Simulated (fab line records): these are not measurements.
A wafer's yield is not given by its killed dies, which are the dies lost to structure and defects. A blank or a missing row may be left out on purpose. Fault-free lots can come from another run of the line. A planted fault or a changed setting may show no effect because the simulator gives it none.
fab line records	flow ritCmos
record lots=14	wafers=42	lastDay=7
route steps=202 shown ACTIVE@4 PWELL@45 PRETRO@73 PLDD@124 M1@202
lots untouched by any fault: they come from a run of this same line in which no faults occurred
startH: hours from the record's opening day to when the first of the lot's shown wafers began	waitH: hours since the lot's step before	" unchanged from the row above	L1.1+2: a row that stands for several wafers	- no value, or no start given	* or withheld: withheld	< > ~ a bound
route shown NAME@n: names a module that has steps shown in the file, with the first one's number in the route	usual: the fault-free wafers' mean and standard deviation	same: alike in all rows	chamber/n: place in a boat	sites: each site's reading	_std_site: how widely they spread, as a standard deviation	_edge_site: inner sites' mean taken away from outer sites' mean	radiusMm: for every site, how far away it sits from the centre of the wafer	mask NAME#n: copy n	behind: the last tool/chamber to shape the wafer	hold: why the lot went on hold/how many hours it stayed there/how the hold came to an end	device: the transistor (n, p or np) that didn't switch	end of line: tests of these same wafers at the route's end	a step given without rows: its recipe and nothing more	killed: count of dies lost to structure and defects at first sort (not the wafer's yield)	map: shows each die of a wafer: x if killed, . if not, _ if none is there
set.NAME: the run value of the setting; set.NAME@STEP: its run value at that earlier step	model.NAME: the simulator's own value behind a step, which no gauge read
the route's steps for a sample of lots (tables are steps, rows are wafers)
services: the hour from which a tool's chamber was out of use, counted from the record's first day as startH (under 0 if before that day), plus the number of hours and why
## steps
# step RIT_ACTIVE_CVD_03
# recipe material=Si3N4	targetThkNm=150	tempC=810	precursor=SiH2Cl2/NH3	timeS=1500	pressureMtorr=300	sih2cl2FlowSccm=60	nh3FlowSccm=150
# usual sih2cl2FlowSccm=60.01/0.18	spikeTcCentreC=812.4/1.1	spikeTcLoadC=833/3.5	spikeTcSourceC=830.7/1.3	susceptorTempC=810.1/0.35	zonePowerLoadPct=22/3
lot.wafer	tool	chamber	startH	waitH	sih2cl2FlowSccm	spikeTcCentreC	spikeTcLoadC	spikeTcSourceC	susceptorTempC	zonePowerLoadPct
L393.1	lpcvd-02	1	17.71	0.3	59.91	813.6	831	830.7	809.8	22
L393.3	"	1	"	"	60.21	813.0	830	830.5	810.1	22
L393.4	"	1	"	"	59.80	815.5	829	830.9	809.8	22
L394.2	lpcvd-02	1	22.11	0.0	60.08	811.5	830	832.5	810.1	22
L394.4	"	1	"	"	59.87	812.4	830	831.6	809.9	22
L394.6	"	1	"	"	60.03	812.7	830	831.9	810.6	22
L395.3	lpcvd-01	0	27.68	0.0	59.91	813.2	832	831.5	810.8	25
L395.4	"	0	"	"	59.97	813.7	831	831.1	810.8	24
L395.5	"	0	"	"	59.79	814.1	831	832.3	810.7	25
L396.2	lpcvd-01	1	32.66	0.0	59.97	811.3	838	831.4	809.9	17
L396.4	"	1	"	"	59.98	810.0	837	832.8	810.3	17
L396.6	"	1	"	"	60.15	810.3	837	832.3	810.3	17
L397.1	lpcvd-01	1	38.36	1.0	60.17	810.7	838	832.7	810.3	17
L397.2	"	1	"	"	60.24	811.5	836	833.0	810.2	17
L397.5	"	1	"	"	60.22	811.3	837	832.1	809.7	17
L398.1	lpcvd-01	0	42.11	0.1	59.93	813.4	832	831.3	809.8	25
L398.2	"	0	"	"	60.33	812.9	834	830.0	810.0	25
L398.6	"	0	"	"	59.88	811.2	831	829.2	810.4	25
L400.2	lpcvd-02	1	52.28	0.2	60.01	810.7	830	831.7	810.0	22
L400.3	"	1	"	"	59.87	811.2	830	829.6	810.3	22
L400.6	"	1	"	"	59.89	810.6	829	832.0	810.1	22
L404.1	lpcvd-01	0	72.35	0.1	59.78	857.9	877	875.8	855.2	28
L404.2	"	0	"	"	59.88	856.1	876	874.9	855.0	28
L404.4	"	0	"	"	59.78	856.7	875	874.7	855.3	28
L405.3	lpcvd-01	0	78.18	0.0	60.08	857.3	875	875.5	855.0	28
L405.4	"	0	"	"	59.77	857.4	877	874.7	855.2	28
L405.5	"	0	"	"	60.11	857.9	877	875.4	855.3	29
L406.3	lpcvd-02	1	83.07	0.0	60.15	812.7	829	830.4	810.1	22
L406.5	"	1	"	"	60.01	812.4	828	830.8	809.7	22
L406.6	"	1	"	"	60.05	813.9	830	831.5	809.9	22
L408.3	lpcvd-02	1	92.11	0.0	59.94	813.7	832	830.0	810.1	22
L408.4	"	1	"	"	59.69	812.8	829	831.6	809.8	22
L408.5	"	1	"	"	59.90	812.7	829	829.7	809.8	22
L409.1	lpcvd-01	1	97.46	0.1	60.13	811.6	837	831.6	810.5	18
L409.2	"	1	"	"	60.29	810.9	839	832.3	809.9	17
L409.6	"	1	"	"	60.09	812.8	838	832.9	810.2	17
L410.2	lpcvd-02	1	102.43	0.0	60.05	812.5	830	830.6	810.3	22
L410.4	"	1	"	"	60.08	811.6	830	831.0	809.6	22
L410.6	"	1	"	"	60.27	811.8	830	830.1	810.0	22
L414.2	lpcvd-02	0	123.00	0.0	60.31	811.8	838	830.4	809.8	19
L414.4	"	0	"	"	60.13	811.4	836	832.7	810.0	20
L414.5	"	0	"	"	60.22	812.7	837	830.5	809.2	20
# step RIT_ACTIVE_THK_MEAS_04
# recipe reads=Si3N4_of_ACTIVE_CVD_03
# usual ACTIVE_NITRIDE_THK=149.1/1.1
lot.wafer	tool	chamber	startH	waitH	ACTIVE_NITRIDE_THK[nm]
L393.1	filmMetro-02	-	19.13	0.0	150.9
L393.3	"	-	"	"	150.7
L393.4	"	-	"	"	150.0
L394.2	filmMetro-02	-	23.54	0.0	148.3
L394.4	"	-	"	"	148.1
L394.6	"	-	"	"	147.0
L395.3	filmMetro-02	-	29.13	0.0	150.6
L395.4	"	-	"	"	149.0
L395.5	"	-	"	"	148.9
L396.2	filmMetro-04	-	34.08	0.0	149.5
L396.4	"	-	"	"	150.4
L396.6	"	-	"	"	149.2
L397.1	filmMetro-04	-	39.78	0.0	148.4
L397.2	"	-	"	"	148.8
L397.5	"	-	"	"	148.8
L398.1	filmMetro-03	-	43.53	0.0	150.4
L398.2	"	-	"	"	149.1
L398.6	"	-	"	"	149.8
L400.2	filmMetro-02	-	53.70	0.0	146.5
L400.3	"	-	"	"	145.2
L400.6	"	-	"	"	146.7
L404.1	filmMetro-04	-	74.48	0.0	251.4
L404.2	"	-	"	"	251.5
L404.4	"	-	"	"	251.8
L405.3	filmMetro-02	-	79.61	0.0	251.1
L405.4	"	-	"	"	250.3
L405.5	"	-	"	"	251.4
L406.3	filmMetro-03	-	84.51	0.0	148.1
L406.5	"	-	"	"	149.7
L406.6	"	-	"	"	149.6
L408.3	filmMetro-02	-	93.55	0.0	149.4
L408.4	"	-	"	"	149.0
L408.5	"	-	"	"	147.9
L409.1	filmMetro-03	-	98.87	0.0	150.4
L409.2	"	-	"	"	150.3
L409.6	"	-	"	"	152.0
L410.2	filmMetro-04	-	104.57	0.0	150.1
L410.4	"	-	"	"	150.5
L410.6	"	-	"	"	149.4
L414.2	filmMetro-04	-	124.43	0.0	149.2
L414.4	"	-	"	"	149.4
L414.5	"	-	"	"	148.9
# step RIT_ACTIVE_ETCH_13
# recipe stopOn=SiO2	chemistry=SF6	target=Si3N4	timeS=210	overEtchFrac=0.4	SF6_flow_sccm=200	pressureMtorr=260	rfW=125	targetDepthA=2100
# usual drypumpMotorCurrentA=5.7/0.48	oesProductAu=0.824/0.014	throttleValvePct=7.52/0.13
# same overEtchFrac=0.4
lot.wafer	tool	chamber	startH	waitH	drypumpMotorCurrentA	oesProductAu	rfHoursCounterH	throttleValvePct
L393.1	rieDiel-02	0	20.74	0.1	6.3	0.835	3	7.75
L393.3	"	2	"	"	6.2	0.832	13	7.51
L393.4	"	1	"	"	5.2	0.811	65	7.39
L394.2	rieDiel-03	3	24.83	0.1	6.0	0.819	110	7.44
L394.4	"	1	"	"	4.6	0.802	151	7.30
L394.6	"	0	"	"	5.7	0.811	-	7.32
L395.3	rieDiel-04	3	30.42	0.1	6.5	0.836	17	7.65
L395.4	"	2	"	"	5.5	0.801	0	7.53
L395.5	"	2	"	"	5.5	0.802	-	7.55
L396.2	rieDiel-04	2	35.38	0.1	5.5	0.797	1	7.54
L396.4	"	0	"	"	5.9	0.830	123	7.58
L396.6	"	1	"	"	5.6	0.825	-	7.53
L397.1	rieDiel-03	3	41.14	0.1	6.0	0.823	110	7.42
L397.2	"	0	"	"	5.7	0.831	120	7.32
L397.5	"	3	"	"	6.0	0.828	-	7.44
L398.1	rieDiel-02	0	44.71	0.1	6.2	0.841	3	7.74
L398.2	"	3	"	"	5.3	0.845	131	7.64
L398.6	"	2	"	"	6.2	0.832	-	7.51
L400.2	rieDiel-02	1	55.05	0.1	5.2	0.808	66	7.41
L400.3	"	3	"	"	5.3	0.829	131	7.65
L400.6	"	0	"	"	6.3	0.826	-	7.75
L404.1	rieDiel-03	0	75.78	0.1	5.7	1.015	121	7.31
L404.2	"	2	"	"	6.1	1.017	163	7.59
L404.4	"	3	"	"	6.0	1.021	111	7.43
L405.3	rieDiel-04	3	80.90	0.1	6.5	0.992	18	7.65
L405.4	"	2	"	"	5.5	1.000	1	7.56
L405.5	"	3	"	"	6.5	0.985	-	7.67
L406.3	rieDiel-02	1	85.67	0.1	5.2	0.803	66	7.39
L406.5	"	3	"	"	5.3	0.842	-	7.63
L406.6	"	2	"	"	6.2	0.840	-	7.53
L408.3	rieDiel-03	0	94.83	0.1	5.7	0.821	121	7.31
L408.4	"	3	"	"	6.0	0.828	-	7.43
L408.5	"	0	"	"	5.7	0.811	-	7.31
L409.1	rieDiel-02	1	100.05	0.1	5.2	0.815	66	7.40
L409.2	"	0	"	"	6.2	0.845	4	7.76
L409.6	"	2	"	"	6.2	0.836	-	7.50
L410.2	rieDiel-02	2	105.91	0.1	6.2	0.835	14	7.51
L410.4	"	3	"	"	5.3	0.840	133	7.64
L410.6	"	1	"	"	5.2	0.810	-	7.40
L414.2	rieDiel-03	2	125.65	0.1	6.1	0.820	0	7.58
L414.4	"	1	"	"	4.6	0.805	153	7.32
L414.5	"	0	"	"	5.7	0.821	-	7.32
# step RIT_PWELL_OVL_MEAS_06
# usual PWELL_OVL=0.0/1.4
lot.wafer	tool	chamber	startH	waitH	PWELL_OVL[nm]
L393.1	overlay-01	-	29.04	-	-2.1
L393.3	"	-	"	"	-2.7
L393.4	"	-	"	"	-3.0
L394.2	overlay-02	-	32.22	-	-2.3
L394.4	"	-	"	"	-1.7
L394.6	"	-	"	"	-1.3
L395.3	overlay-01	-	40.57	-	2.7
L395.4	"	-	"	"	2.9
L395.5	"	-	"	"	0.8
L396.2	overlay-01	-	43.57	-	-1.3
L396.4	"	-	"	"	-0.4
L396.6	"	-	"	"	0.9
L397.1	overlay-01	-	52.04	-	1.9
L397.2	"	-	"	"	1.3
L397.5	"	-	"	"	0.9
L398.1	overlay-01	-	55.20	-	2.0
L398.2	"	-	"	"	1.5
L398.6	"	-	"	"	1.0
L400.2	overlay-02	-	62.61	-	0.4
L400.3	"	-	"	"	-0.8
L400.6	"	-	"	"	-0.1
L406.3	overlay-02	-	93.99	-	-0.4
L406.5	"	-	"	"	-1.3
L406.6	"	-	"	"	-0.2
L408.3	overlay-01	-	102.38	-	-1.0
L408.4	"	-	"	"	-0.7
L408.5	"	-	"	"	0.4
L409.1	overlay-02	-	107.68	-	0.7
L409.2	"	-	"	"	-2.0
L409.6	"	-	"	"	-1.6
L410.2	overlay-01	-	114.04	-	0.6
L410.4	"	-	"	"	1.0
L410.6	"	-	"	"	2.1
L414.2	overlay-01	-	133.00	-	1.4
L414.4	"	-	"	"	0.2
L414.5	"	-	"	"	1.9
# step RIT_PRETRO_STRIP_09
# recipe chemistry=O2	timeS=180	resist=NOVOLAK	platenTempC=withheld	powerW=491.1	pressureMtorr=4000	o2FlowSccm=4000
# usual drypumpMotorCurrentA=5.6/0.38
lot.wafer	tool	chamber	startH	waitH	drypumpMotorCurrentA	rfHoursCounterH
L393.1	plasmaAsher-03	1	38.68	0.1	6.0	42
L393.3	"	0	"	"	5.0	-
L393.4	"	1	"	"	5.9	-
L394.2	plasmaAsher-02	0	41.15	0.1	5.9	39
L394.4	"	0	"	"	5.9	-
L394.6	"	0	"	"	5.9	-
L395.3	plasmaAsher-04	1	49.85	0.1	5.5	-
L395.4	"	0	"	"	5.6	-
L395.5	"	0	"	"	5.6	-
L396.2	plasmaAsher-04	1	52.82	0.1	5.5	22
L396.4	"	1	"	"	5.6	-
L396.6	"	0	"	"	5.6	-
L397.1	plasmaAsher-04	1	61.03	0.1	5.5	22
L397.2	"	0	"	"	5.5	22
L397.5	"	0	"	"	5.6	-
L398.1	plasmaAsher-03	1	65.37	0.1	5.9	45
L398.2	"	0	"	"	4.9	45
L398.6	"	0	"	"	5.0	-
L400.2	plasmaAsher-02	0	73.02	0.1	5.9	42
L400.3	"	0	"	"	5.9	-
L400.6	"	0	"	"	5.9	-
L406.3	plasmaAsher-03	1	103.86	0.1	6.0	-
L406.5	"	0	"	"	4.9	-
L406.6	"	1	"	"	6.0	-
L408.3	plasmaAsher-03	0	112.27	0.1	5.0	-
L408.4	"	1	"	"	5.9	-
L408.5	"	1	"	"	5.9	-
L409.1	plasmaAsher-04	0	117.62	0.1	5.5	28
L409.2	"	1	"	"	5.5	28
L409.6	"	1	"	"	5.5	-
L410.2	plasmaAsher-03	0	123.14	0.1	4.9	51
L410.4	"	1	"	"	5.9	-
L410.6	"	0	"	"	4.9	-
L414.2	plasmaAsher-04	1	142.56	0.1	5.5	30
L414.4	"	1	"	"	5.5	-
L414.5	"	0	"	"	5.5	-
# step RIT_PLDD_TW_MEAS_10
# usual PLDD_TW=2354/15
lot.wafer	tool	chamber	startH	waitH	PLDD_TW
L393.1	filmMetro-04	-	49.90	0.1	2362
L393.3	"	-	"	"	2375
L393.4	"	-	"	"	2366
L394.2	filmMetro-04	-	54.84	0.1	2362
L394.4	"	-	"	"	2357
L394.6	"	-	"	"	2357
L395.3	filmMetro-03	-	62.58	0.1	2375
L395.4	"	-	"	"	2364
L395.5	"	-	"	"	2367
L396.2	filmMetro-03	-	64.76	0.1	2367
L396.4	"	-	"	"	2359
L396.6	"	-	"	"	2363
L397.1	filmMetro-03	-	75.67	0.1	2349
L397.2	"	-	"	"	2357
L397.5	"	-	"	"	2360
L398.1	filmMetro-04	-	77.81	0.1	2358
L398.2	"	-	"	"	2352
L398.6	"	-	"	"	2360
L400.2	filmMetro-03	-	85.86	0.1	2362
L400.3	"	-	"	"	2370
L400.6	"	-	"	"	2356
L406.3	filmMetro-03	-	116.21	0.1	2367
L406.5	"	-	"	"	2364
L406.6	"	-	"	"	2371
L408.3	filmMetro-02	-	124.23	0.1	2336
L408.4	"	-	"	"	2328
L408.5	"	-	"	"	2345
L409.1	filmMetro-04	-	129.80	0.1	2380
L409.2	"	-	"	"	2388
L409.6	"	-	"	"	2384
L410.2	filmMetro-02	-	136.02	0.1	2337
L410.4	"	-	"	"	2343
L410.6	"	-	"	"	2345
L414.2	filmMetro-02	-	155.88	0.1	2340
L414.4	"	-	"	"	2339
L414.5	"	-	"	"	2359
# step RIT_M1_PROBE_99
# usual killedAtContacts=0.0/0.2	killedAtFrontEnd=6.6/2.9	killedDies=6.6/3	killedOnRim=1.7/1.4	killedOpen=3.4/2	killedShort=3.2/2
# same grossDies=264	killed_at_M0_to_M3=0	killed_at_M4_up=0	killedAtBackSide=0	killedAtOther=0
lot.wafer	tool	chamber	startH	waitH	killedAtContacts	killedAtFrontEnd	killedDies	killedOnRim	killedOpen	killedShort
L393.1	prober-02	-	63.57	0.1	0	9	9	4	8	1
L393.3	prober-02	-	63.67	0.2	0	8	8	1	3	5
L393.4	prober-02	-	63.72	0.2	1	11	12	4	7	5
L394.2	prober-01	-	68.90	0.1	0	14	14	4	7	7
L394.4	prober-01	-	69.00	0.2	0	7	7	2	4	3
L394.6	prober-01	-	69.10	0.2	0	10	10	0	7	3
L395.3	prober-01	-	76.65	0.2	0	8	8	2	2	6
L395.4	prober-01	-	76.70	0.2	0	5	5	1	1	4
L395.5	prober-01	-	76.75	0.2	0	11	11	2	7	4
L396.2	prober-02	-	78.82	0.1	0	6	6	2	3	3
L396.4	prober-02	-	78.92	0.2	0	10	10	1	5	5
L396.6	prober-02	-	79.02	0.2	0	4	4	2	2	2
L397.1	prober-01	-	89.29	0.1	0	13	13	4	7	6
L397.2	prober-01	-	89.34	0.1	0	4	4	0	3	1
L397.5	prober-01	-	89.49	0.2	0	7	7	0	2	5
L398.1	prober-02	-	91.06	0.1	1	6	7	2	2	5
L398.2	prober-02	-	91.11	0.1	0	4	4	1	1	3
L398.6	prober-02	-	91.31	0.2	0	5	5	1	3	2
L400.2	prober-02	-	99.50	0.1	0	6	6	0	4	2
L400.3	prober-02	-	99.55	0.2	0	5	5	4	3	2
L400.6	prober-02	-	99.70	0.2	0	8	8	4	3	5
L404.1	prober-02	-	123.83	0.1	0	264	264	70	6	5
L404.2	prober-02	-	123.88	0.1	0	264	264	70	1	4
L404.4	prober-02	-	123.98	0.2	0	264	264	70	8	3
L405.3	prober-01	-	126.05	0.2	0	264	264	70	3	1
L405.4	prober-01	-	126.10	0.2	0	264	264	70	3	1
L405.5	prober-01	-	126.15	0.2	0	264	264	70	3	2
L406.3	prober-02	-	130.29	0.2	0	7	7	2	6	1
L406.5	prober-02	-	130.39	0.2	0	6	6	1	4	2
L406.6	prober-02	-	130.44	0.2	0	2	2	1	1	1
L408.3	prober-02	-	137.80	0.2	0	6	6	3	3	3
L408.4	prober-02	-	137.85	0.2	0	4	4	0	1	3
L408.5	prober-02	-	137.90	0.2	0	2	2	0	0	2
L409.1	prober-01	-	143.54	0.1	0	7	7	0	2	5
L409.2	prober-01	-	143.59	0.1	0	13	13	6	4	9
L409.6	prober-01	-	143.79	0.2	0	12	12	2	7	5
L410.2	prober-02	-	149.71	0.1	0	7	7	3	4	3
L410.4	prober-02	-	149.81	0.2	1	6	7	2	5	2
L410.6	prober-02	-	149.91	0.2	0	7	7	1	4	3
L414.2	prober-02	-	169.36	0.1	0	10	10	1	8	2
L414.4	prober-02	-	169.46	0.2	0	13	13	2	4	9
L414.5	prober-02	-	169.51	0.2	0	7	7	0	5	2
# killed by level:class
L393.1 GATE:geometricParticle:open=3 SPACER:geometricParticle:open=3 FOX2:geometricParticle:open=1 GATE:geometricParticle:short=1 REOX:geometricParticle:open=1
L393.3 GATE:geometricParticle:short=3 GATE:geometricParticle:open=2 ACTIVE:geometricParticle:short=1 FOX1:geometricParticle:short=1 FOX2:geometricParticle:open=1
L393.4 REOX:geometricParticle:open=3 FOX1:geometricParticle:short=2 FOX2:geometricParticle:open=1 FOX2:geometricParticle:short=1 GATE:geometricParticle:short=1 GATE:geometricParticle:open=1 SPACER:geometricParticle:open=1 SILICIDE:geometricParticle:open=1
L394.2 GATE:geometricParticle:open=5 GATE:geometricParticle:short=5 ACTIVE:geometricParticle:open=1 REOX:geometricParticle:short=1 SPACER:geometricParticle:open=1 SPACER:geometricParticle:short=1
L394.4 GATE:geometricParticle:open=2 GATE:geometricParticle:short=1 REOX:geometricParticle:open=1 SPACER:geometricParticle:short=1 SPACER:geometricParticle:open=1 SILICIDE:geometricParticle:short=1
L394.6 REOX:geometricParticle:open=3 FOX1:geometricParticle:open=2 GATE:geometricParticle:open=2 GATE:geometricParticle:short=2 FOX1:geometricParticle:short=1
L395.3 GATE:geometricParticle:short=2 FOX1:geometricParticle:short=1 FOX2:geometricParticle:short=1 GATE:geometricParticle:open=1 SPACER:geometricParticle:open=1 SPACER:geometricParticle:short=1 SILICIDE:geometricParticle:short=1
L395.4 GATE:geometricParticle:short=2 FOX1:geometricParticle:open=1 REOX:geometricParticle:short=1 SPACER:geometricParticle:short=1
L395.5 GATE:geometricParticle:open=3 FOX1:geometricParticle:open=2 REOX:geometricParticle:open=2 FOX1:geometricParticle:short=1 FOX2:geometricParticle:short=1 GATE:geometricParticle:short=1 REOX:geometricParticle:short=1
L396.2 REOX:geometricParticle:open=2 REOX:geometricParticle:short=2 GATE:geometricParticle:short=1 SILICIDE:geometricParticle:open=1
L396.4 FOX1:geometricParticle:open=3 GATE:geometricParticle:short=3 FOX1:geometricParticle:short=1 GATE:geometricParticle:open=1 SILICIDE:geometricParticle:short=1 SILICIDE:geometricParticle:open=1
L396.6 FOX1:geometricParticle:short=2 FOX1:geometricParticle:open=1 FOX2:geometricParticle:open=1
L397.1 GATE:geometricParticle:open=4 GATE:geometricParticle:short=3 FOX1:geometricParticle:open=2 FOX1:geometricParticle:short=2 REOX:geometricParticle:short=1 SILICIDE:geometricParticle:open=1
L397.2 GATE:geometricParticle:open=2 FOX1:geometricParticle:open=1 GATE:geometricParticle:short=1
L397.5 GATE:geometricParticle:short=2 SPACER:geometricParticle:open=2 FOX1:geometricParticle:short=1 FOX2:geometricParticle:short=1 SILICIDE:geometricParticle:short=1
L398.1 GATE:geometricParticle:short=3 GATE:geometricParticle:open=1 SPACER:geometricParticle:short=1 SILICIDE:geometricParticle:short=1 CONTACT:geometricParticle:open=1
L398.2 GATE:geometricParticle:short=2 FOX1:geometricParticle:short=1 GATE:geometricParticle:open=1
L398.6 FOX1:geometricParticle:open=1 GATE:geometricParticle:open=1 GATE:geometricParticle:short=1 SILICIDE:geometricParticle:short=1 SILICIDE:geometricParticle:open=1
L400.2 GATE:geometricParticle:open=2 FOX2:geometricParticle:open=1 GATE:geometricParticle:short=1 SPACER:geometricParticle:open=1 SILICIDE:geometricParticle:short=1
L400.3 GATE:geometricParticle:open=3 GATE:geometricParticle:short=1 REOX:geometricParticle:short=1
L400.6 FOX1:geometricParticle:short=2 FOX2:geometricParticle:open=1 FOX2:geometricParticle:short=1 GATE:geometricParticle:short=1 GATE:geometricParticle:open=1 SILICIDE:geometricParticle:open=1 SILICIDE:geometricParticle:short=1
L404.1 ACTIVE:areaEtch=253 GATE:geometricParticle:open=3 REOX:geometricParticle:short=3 SILICIDE:geometricParticle:open=3 GATE:geometricParticle:short=1 SILICIDE:geometricParticle:short=1
L404.2 ACTIVE:areaEtch=259 SILICIDE:geometricParticle:short=3 GATE:geometricParticle:short=1 SPACER:geometricParticle:open=1
L404.4 ACTIVE:areaEtch=253 GATE:geometricParticle:open=5 FOX1:geometricParticle:open=2 FOX1:geometricParticle:short=2 SILICIDE:geometricParticle:open=1 SILICIDE:geometricParticle:short=1
L405.3 ACTIVE:areaEtch=260 REOX:geometricParticle:open=2 FOX1:geometricParticle:open=1 GATE:geometricParticle:short=1
L405.4 ACTIVE:areaEtch=260 FOX1:geometricParticle:open=1 GATE:geometricParticle:short=1 REOX:geometricParticle:open=1 SILICIDE:geometricParticle:open=1
L405.5 ACTIVE:areaEtch=259 GATE:geometricParticle:open=2 GATE:geometricParticle:short=1 SPACER:geometricParticle:open=1 SILICIDE:geometricParticle:short=1
L406.3 FOX1:geometricParticle:open=3 FOX1:geometricParticle:short=1 FOX2:geometricParticle:open=1 GATE:geometricParticle:open=1 SPACER:geometricParticle:open=1
L406.5 GATE:geometricParticle:open=2 FOX2:geometricParticle:short=1 REOX:geometricParticle:open=1 REOX:geometricParticle:short=1 SILICIDE:geometricParticle:open=1
L406.6 GATE:geometricParticle:open=1 GATE:geometricParticle:short=1
L408.3 SPACER:geometricParticle:open=3 FOX1:geometricParticle:short=1 GATE:geometricParticle:short=1 SPACER:geometricParticle:short=1
L408.4 GATE:geometricParticle:short=2 GATE:geometricParticle:open=1 SILICIDE:geometricParticle:short=1
L408.5 GATE:geometricParticle:short=1 SPACER:geometricParticle:short=1
L409.1 FOX1:geometricParticle:short=3 FOX1:geometricParticle:open=1 GATE:geometricParticle:open=1 GATE:geometricParticle:short=1 SILICIDE:geometricParticle:short=1
L409.2 GATE:geometricParticle:short=5 GATE:geometricParticle:open=3 FOX1:geometricParticle:short=2 FOX1:geometricParticle:open=1 REOX:geometricParticle:short=1 SILICIDE:geometricParticle:short=1
L409.6 GATE:geometricParticle:open=5 GATE:geometricParticle:short=2 SILICIDE:geometricParticle:open=2 FOX1:geometricParticle:short=1 REOX:geometricParticle:short=1 SILICIDE:geometricParticle:short=1
L410.2 FOX2:geometricParticle:short=1 GATE:geometricParticle:short=1 GATE:geometricParticle:open=1 REOX:geometricParticle:open=1 SPACER:geometricParticle:short=1 SPACER:geometricParticle:open=1 SILICIDE:geometricParticle:open=1
L410.4 FOX2:geometricParticle:open=2 GATE:geometricParticle:short=2 GATE:geometricParticle:open=1 SILICIDE:geometricParticle:open=1 CONTACT:geometricParticle:open=1
L410.6 SPACER:geometricParticle:open=3 FOX2:geometricParticle:short=2 FOX1:geometricParticle:short=1 FOX1:geometricParticle:open=1
L414.2 GATE:geometricParticle:open=4 SILICIDE:geometricParticle:open=4 FOX2:geometricParticle:short=1 GATE:geometricParticle:short=1
L414.4 GATE:geometricParticle:short=4 GATE:geometricParticle:open=3 SILICIDE:geometricParticle:short=2 FOX1:geometricParticle:short=1 FOX2:geometricParticle:short=1 SPACER:geometricParticle:short=1 SILICIDE:geometricParticle:open=1
L414.5 GATE:geometricParticle:open=4 SILICIDE:geometricParticle:short=2 SPACER:geometricParticle:open=1
## services
tool	chamber	startH	hours	kind
rieDiel-03	1	-4.06	3.4	repair
rieDiel-04	2	-3.83	-	clean
rieDiel-04	2	-3.83	18.7	scheduledDown
rieDiel-04	2	-3.83	18.7	ventCycle
rieDiel-04	3	14.88	6.9	repair
rieDiel-04	-	19.45	2.5	repair
plasmaAsher-04	-	33.20	1.2	repair
plasmaAsher-02	-	43.47	2.2	repair
rieDiel-04	-	46.44	2.8	pm
plasmaAsher-03	-	68.20	8.0	repair
plasmaAsher-04	-	69.16	10.0	pm
rieDiel-03	2	81.28	-	clean
rieDiel-03	2	81.28	27.5	scheduledDown
rieDiel-03	2	81.28	27.5	ventCycle
plasmaAsher-04	-	95.39	2.0	repair
plasmaAsher-02	-	108.75	9.0	pm
rieDiel-03	-	109.82	2.8	pm
rieDiel-02	-	128.31	1.4	repair
rieDiel-03	1	130.25	-	clean
rieDiel-03	1	130.25	19.8	scheduledDown
rieDiel-03	1	130.25	19.8	ventCycle
rieDiel-02	2	131.29	5.3	repair
plasmaAsher-02	-	135.05	4.4	repair
rieDiel-03	3	141.57	7.8	repair
## key
firstSign step=RIT_ACTIVE_CVD_03	reading=susceptorTempC	direction=up	sigmas=99+	usual=*	struck=*
effect step=RIT_ACTIVE_CVD_03	reading=spikeTcCentreC	direction=up	sigmas=40	usual=812.4	struck=857.2
effect step=RIT_ACTIVE_THK_MEAS_04	reading=ACTIVE_NITRIDE_THK	direction=up	sigmas=92	usual=149.1	struck=251.3
effect step=RIT_ACTIVE_ETCH_13	reading=oesProductAu	direction=up	sigmas=13	usual=0.824	struck=1.005
effect step=RIT_M1_PROBE_99	reading=killedAtFrontEnd	direction=up	sigmas=88	usual=6.6	struck=264
moreKillsBornAt RIT_ACTIVE_ETCH_13@rieDiel-04=779	RIT_ACTIVE_ETCH_13@rieDiel-03=765
metAt RIT_ACTIVE_CVD_03
struckLots L404,L405
struckWafers L404.1,L404.2,L404.4,L405.3,L405.4,L405.5
laterRowsLeftOut L404.1,L404.2,L404.4,L405.3,L405.4,L405.5
testerLeftOut L404,L405
notActingAt RIT_PWELL_OVL_MEAS_06,RIT_PRETRO_STRIP_09,RIT_PLDD_TW_MEAS_10
onsetBetween 42.11 72.35
fault kind=processParameterDrift	tool=lpcvd-01	chamber=0	onsetH=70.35	steps=RIT_ACTIVE_CVD_03	channel=tempC	offset=*	shape=step	endH=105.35	actsIn=*	stated=*
# testerLeftOut: of these lots the tester's yield and bins aren't shown, on N5 and GAA mostly nor the transistor test; their killed dies are dies lost to structure and defects alone, not to doping, threshold or leakage, so they don't give the yield
# laterRowsLeftOut: the simulator's readings of these wafers behind a module that went badly wrong aren't trusted and aren't shown, but for the sort
